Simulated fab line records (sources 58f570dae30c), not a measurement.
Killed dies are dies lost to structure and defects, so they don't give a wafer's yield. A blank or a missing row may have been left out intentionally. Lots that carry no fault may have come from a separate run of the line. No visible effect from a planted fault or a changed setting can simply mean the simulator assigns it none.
Lot-split experiment | flow berkeley cmos170 | on a route of 331 steps: 5 lots, 23 wafers read

ON THE SPLIT
At UCB170_PWELL_OXIDATION_02 (target thk 26.4 nm, ox time 1260 s), the setting ox time s was moved away from the recipe's 1260 s on 15 of the 23 wafers read, by +4.8% to +8.3%. All remaining wafers had this setting at the recipe value.

The reading comes from the split's own step.

THE READING
SiO2_of_PWELL_OXIDATION_02.thk nm (the simulator's own value, which no gauge read), in nm, at UCB170_PWELL_OXIDATION_02 (target thk 26.4 nm, ox time 1260 s). The file gives no usual value for it. Across the 8 wafers here that went through the recipe, the average is 26.43 nm and the standard deviation 0.3 nm.

wafer  | tool, chamber at the split | ox time s as run, s | against the recipe | SiO2_of_PWELL_OXIDATION_02.thk nm, nm | against lot-mates on the recipe
L074.1 | -, -                       | 1364                | +8.3%              | 27.85                                 | no lot-mate on the recipe
L074.2 | -, -                       | 1364                | +8.3%              | 27.47                                 | no lot-mate on the recipe
L074.4 | -, -                       | 1364                | +8.3%              | 27.72                                 | no lot-mate on the recipe
L074.6 | -, -                       | 1364                | +8.3%              | 27.72                                 | no lot-mate on the recipe
L074.5 | -, -                       | 1364                | +8.3%              | 27.7                                  | no lot-mate on the recipe
L075.1 | -, -                       | 1260                | recipe             | 26.72                                 | -
L075.2 | -, -                       | 1260                | recipe             | 26.34                                 | -
L075.4 | -, -                       | 1260                | recipe             | 26.65                                 | -
L075.5 | -, -                       | 1260                | recipe             | 26.84                                 | -
L075.6 | -, -                       | 1260                | recipe             | 26.59                                 | -
L078.1 | -, -                       | 1321                | +4.8%              | 27.15                                 | no lot-mate on the recipe
L078.3 | -, -                       | 1321                | +4.8%              | 27.66                                 | no lot-mate on the recipe
L078.4 | -, -                       | 1321                | +4.8%              | 27.28                                 | no lot-mate on the recipe
L078.5 | -, -                       | 1321                | +4.8%              | 28.03                                 | no lot-mate on the recipe
L078.6 | -, -                       | 1321                | +4.8%              | 27.58                                 | no lot-mate on the recipe
L079.2 | furnace-04, 0              | 1260                | recipe             | 26.14                                 | -
L079.4 | furnace-04, 0              | 1260                | recipe             | 25.89                                 | -
L079.5 | furnace-04, 0              | 1260                | recipe             | 26.27                                 | -
L083.2 | -, -                       | 1357                | +7.7%              | 27.55                                 | no lot-mate on the recipe
L083.6 | -, -                       | 1357                | +7.7%              | 27.55                                 | no lot-mate on the recipe
L083.3 | -, -                       | 1357                | +7.7%              | 28.01                                 | no lot-mate on the recipe
L083.4 | -, -                       | 1357                | +7.7%              | 27.82                                 | no lot-mate on the recipe
L083.5 | -, -                       | 1357                | +7.7%              | 27.8                                  | no lot-mate on the recipe

THE FIT
A straight line over all 23 wafers: SiO2_of_PWELL_OXIDATION_02.thk nm changes by +0.163 nm for each +1% of ox time s; r = +0.89; the points scatter about the line by 0.3 nm.
Too few moved wafers have a lot-mate on the recipe to fit a line with each lot's own level taken away.

FILE'S OWN FIT
SiO2_of_PWELL_OXIDATION_02.thk nm changes by +0.163 nm for each +1% of ox time s, r = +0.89.
